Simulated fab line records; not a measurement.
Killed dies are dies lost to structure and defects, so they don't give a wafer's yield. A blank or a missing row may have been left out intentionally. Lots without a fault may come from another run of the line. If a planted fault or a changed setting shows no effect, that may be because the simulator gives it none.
Which tool did it? -- flow rit_cmos -- Sampling: 14 lots, 42 wafers, 6 of 202 route steps

== WHAT EACH GAUGE READ, for each wafer ==
RIT_PWELL_OVL_MEAS_06.
lot,measured,on,PWELL_OVL (nm)
L707,day 1 22:16,overlay-02,0.9 1.6 -0.5
L708,day 2 02:57,overlay-01,2.6 3.7 1.4
L709,day 2 07:41,overlay-02,1.0 -1.1 0.4
L710,day 2 13:12,overlay-02,1.6 1.1 1.4
L711,day 2 19:04,overlay-02,-1.0 0.6 -0.5
L713,day 3 05:53,overlay-01,2.6 2.0 2.4
L714,day 3 10:46,overlay-01,-0.3 1.3 -0.2
L715,day 3 14:08,overlay-01,1.4 1.0 -1.5
L716,day 3 21:19,overlay-01,-0.3 1.2 1.2
L717,day 4 02:18,overlay-02,1.6 -0.5 0.3
L725,day 5 16:37,overlay-02,0.5 1.7 0.9
L726,day 5 21:38,overlay-02,2.0 2.9 3.3
L727,day 6 02:35,overlay-02,1.8 0.2 0.3
L730,day 6 16:58,overlay-01,1.8 0.9 1.5

RIT_SPACER_THK_MEAS_04.
lot,measured,on,SPACER_NITRIDE_THK (nm)
L707,day 2 23:17,film_metro-02,248.4 246.0 248.8
L708,day 3 03:33,film_metro-03,247.6 248.2 247.1
L709,day 3 07:15,film_metro-04,247.7 248.3 249.3
L710,day 3 13:01,film_metro-04,247.6 248.6 247.6
L711,day 3 19:04,film_metro-02,251.5 250.7 251.7
L713,day 4 10:58,film_metro-02,255.3 253.6 255.4
L714,day 4 11:19,film_metro-03,246.8 246.6 247.5
L715,day 4 15:24,film_metro-03,250.0 249.0 251.1
L716,day 4 23:27,film_metro-04,250.1 250.1 250.2
L717,day 5 01:49,film_metro-04,253.2 250.7 251.7
L725,day 6 16:52,film_metro-03,250.0 250.1 246.6
L726,day 6 21:31,film_metro-04,234.2 233.4 234.9
L727,day 7 01:31,film_metro-04,233.7 233.5 234.1
L730,day 7 17:11,film_metro-02,247.5 245.9 247.1

RIT_M1_BOW_MEAS_16.
lot,measured,on,M1_BOW (um)
L707,day 3 10:31,film_metro-02,13 24 14
L708,day 3 17:13,film_metro-01,31 1 13
L709,day 3 19:22,film_metro-03,2 16 9
L710,day 4 00:43,film_metro-02,20 23 21
L711,day 4 06:11,film_metro-01,15 12 13
L713,day 4 22:20,film_metro-03,12 15 11
L714,day 4 23:08,film_metro-01,22 26 25
L715,day 5 02:41,film_metro-01,17 16 9
L716,day 5 10:30,film_metro-01,22 20 9
L717,day 5 13:05,film_metro-01,22 18 21
L725,day 7 03:47,film_metro-02,18 25 28
L726,day 7 08:47,film_metro-02,15 16 17
L727,day 7 12:22,film_metro-01,20 17 10
L730,day 8 04:16,film_metro-03,18 11 19

== WHICH TOOL RAN EACH LOT (tool, then ch and the chambers of the sampled wafers, then the start) ==
lot,RIT_SPACER_CVD_03,RIT_SPACER_ETCHBACK_05,RIT_M1_STRIP_14
L707,"lpcvd-01 ch 1, day 2 21:22","rie_diel-03 ch 0,2,3, day 2 23:20","plasma_asher-04 ch 0,1, day 3 08:17"
L708,"lpcvd-02 ch 0, day 3 01:38","rie_diel-04 ch 0,2, day 3 03:37","plasma_asher-04 ch 0,1, day 3 12:32"
L709,"lpcvd-02 ch 0, day 3 05:19","rie_diel-04 ch 1,2,3, day 3 07:17","plasma_asher-01 ch 0,1, day 3 16:42"
L710,"lpcvd-01 ch 0, day 3 11:05","rie_diel-03 ch 2,3, day 3 13:04","plasma_asher-01 ch 1, day 3 22:12"
L711,"lpcvd-01 ch 1, day 3 17:09","rie_diel-01 ch 1,2,3, day 3 19:07","plasma_asher-01 ch 0,1, day 4 03:59"
L713,"lpcvd-01 ch 0, day 4 09:02","rie_diel-01 ch 0,1,3, day 4 11:01","plasma_asher-02 ch 0,1, day 4 20:31"
L714,"lpcvd-02 ch 0, day 4 09:23","rie_diel-04 ch 0,1,3, day 4 11:22","plasma_asher-04 ch 0,1, day 4 20:42"
L715,"lpcvd-01 ch 1, day 4 13:27","rie_diel-01 ch 0,2,3, day 4 15:26","plasma_asher-04 ch 0,1, day 5 00:53"
L716,"lpcvd-02 ch 0, day 4 21:32","rie_diel-04 ch 0,2,3, day 4 23:31","plasma_asher-02 ch 0,1, day 5 08:42"
L717,"lpcvd-01 ch 0, day 4 23:54","rie_diel-03 ch 0,1,3, day 5 01:53","plasma_asher-02 ch 0,1, day 5 11:17"
L725,"lpcvd-02 ch 0, day 6 14:56","rie_diel-03 ch 2,3, day 6 16:55","plasma_asher-02 ch 0,1, day 7 01:58"
L726,"lpcvd-02 ch 0, day 6 19:34","rie_diel-04 ch 1,2,3, day 6 21:33","plasma_asher-01 ch 0,1, day 7 06:59"
L727,"lpcvd-02 ch 1, day 6 23:35","rie_diel-04 ch 0,2,3, day 7 01:34","plasma_asher-01 ch 0,1, day 7 10:34"
L730,"lpcvd-01 ch 0, day 7 15:16","rie_diel-01 ch 1,2,3, day 7 17:15","plasma_asher-01 ch 0,1, day 8 02:29"
- RIT_SPACER_CVD_03: deposits Si3N4 from SiH2Cl2/NH3, target thk 250 nm, time 3300 s.
- RIT_SPACER_ETCHBACK_05: etches Si3N4 in SF6/CHF3, stops on SiO2, target depth 250 nm, time 240 s.
- RIT_M1_STRIP_14: strips in O2, time 180 s.

== WHAT THE TOOLS THEMSELVES READ (means of the sampled wafers that have a number; where no wafer has one, the mark that the record gives instead) ==
RIT_SPACER_ETCHBACK_05.
lot,tool,drypump_motor_current_A (A),oes_product_au (a.u.),throttle_valve_pct (%)
L707,rie_diel-03,6.0,0.842,10.32
L708,rie_diel-04,5.7,0.835,10.33
L709,rie_diel-04,5.6,0.836,10.30
L710,rie_diel-03,6.2,0.849,10.38
L711,rie_diel-01,5.5,0.846,10.30
L713,rie_diel-01,5.7,0.849,10.44
L714,rie_diel-04,5.5,0.834,10.21
L715,rie_diel-01,5.9,0.838,10.31
L716,rie_diel-04,5.6,0.834,10.26
L717,rie_diel-03,5.7,0.846,10.15
L725,rie_diel-03,6.2,0.847,10.38
L726,rie_diel-04,5.6,0.799,10.29
L727,rie_diel-04,5.6,0.798,10.24
L730,rie_diel-01,5.5,0.834,10.30

RIT_M1_STRIP_14.
lot,tool,drypump_motor_current_A (A),rf_refl_power_W (W)
L707,plasma_asher-04,5.9,8.5
L708,plasma_asher-04,5.9,8.5
L709,plasma_asher-01,6.1,7.9
L710,plasma_asher-01,6.1,8.2
L711,plasma_asher-01,6.1,7.8
L713,plasma_asher-02,5.9,6.8
L714,plasma_asher-04,5.9,8.6
L715,plasma_asher-04,6.4,8.3
L716,plasma_asher-02,5.9,7.0
L717,plasma_asher-02,5.9,7.1
L725,plasma_asher-02,5.9,7.1
L726,plasma_asher-01,6.0,7.5
L727,plasma_asher-01,6.0,8.0
L730,plasma_asher-01,6.1,7.7

== THE ANSWER, worked out from the rows above alone ==
Rule: what is usual is taken from the lots themselves. Put in order of their means at a reading, lots are off if they are a third of the lots or fewer, leave a main group of 4 or more, and stand apart from it by a gap of 3 or more times the standard deviation of the main group's means; of several such gaps the widest counts. A main group is skipped when, at the precision printed for the reading in the tables above, its means are all equal. A lot without any number at a reading at which 4 lots or more have one is off too. The other lots that the step has rows for count as sound. First the gauges in route order, then the tools' own readings, where a lot's mean is used as printed above. At the first step where some lot is off, the reading lying furthest off is the one used; lots without a number count as furthest.
Off: at RIT_SPACER_THK_MEAS_04 (SPACER_NITRIDE_THK), L726, L727. For the main group the mean is 249.4 nm and the standard deviation 2.3.
If a tool, at a process step before that reading, ran all the lots that are off and no sound lot after the first of them, it fits. Not tried: the gauges at RIT_SPACER_THK_MEAS_04; whatever is off there is also off at RIT_SPACER_ETCHBACK_05, on other tools, and gauge error can't account for it. One fits: RIT_SPACER_CVD_03 on lpcvd-02. A fault onset in the window from L725 (day 6 14:56, its last sound lot) to L726 (day 6 19:34, its first lot off) fits.

== WHAT WAS PUT IN BY THE SIMULATOR ==
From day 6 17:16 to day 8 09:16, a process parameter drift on lpcvd-02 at RIT_SPACER_CVD_03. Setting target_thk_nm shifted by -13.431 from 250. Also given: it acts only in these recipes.
Struck lots among those shown: L726, L727. This agrees with what the rule above found.
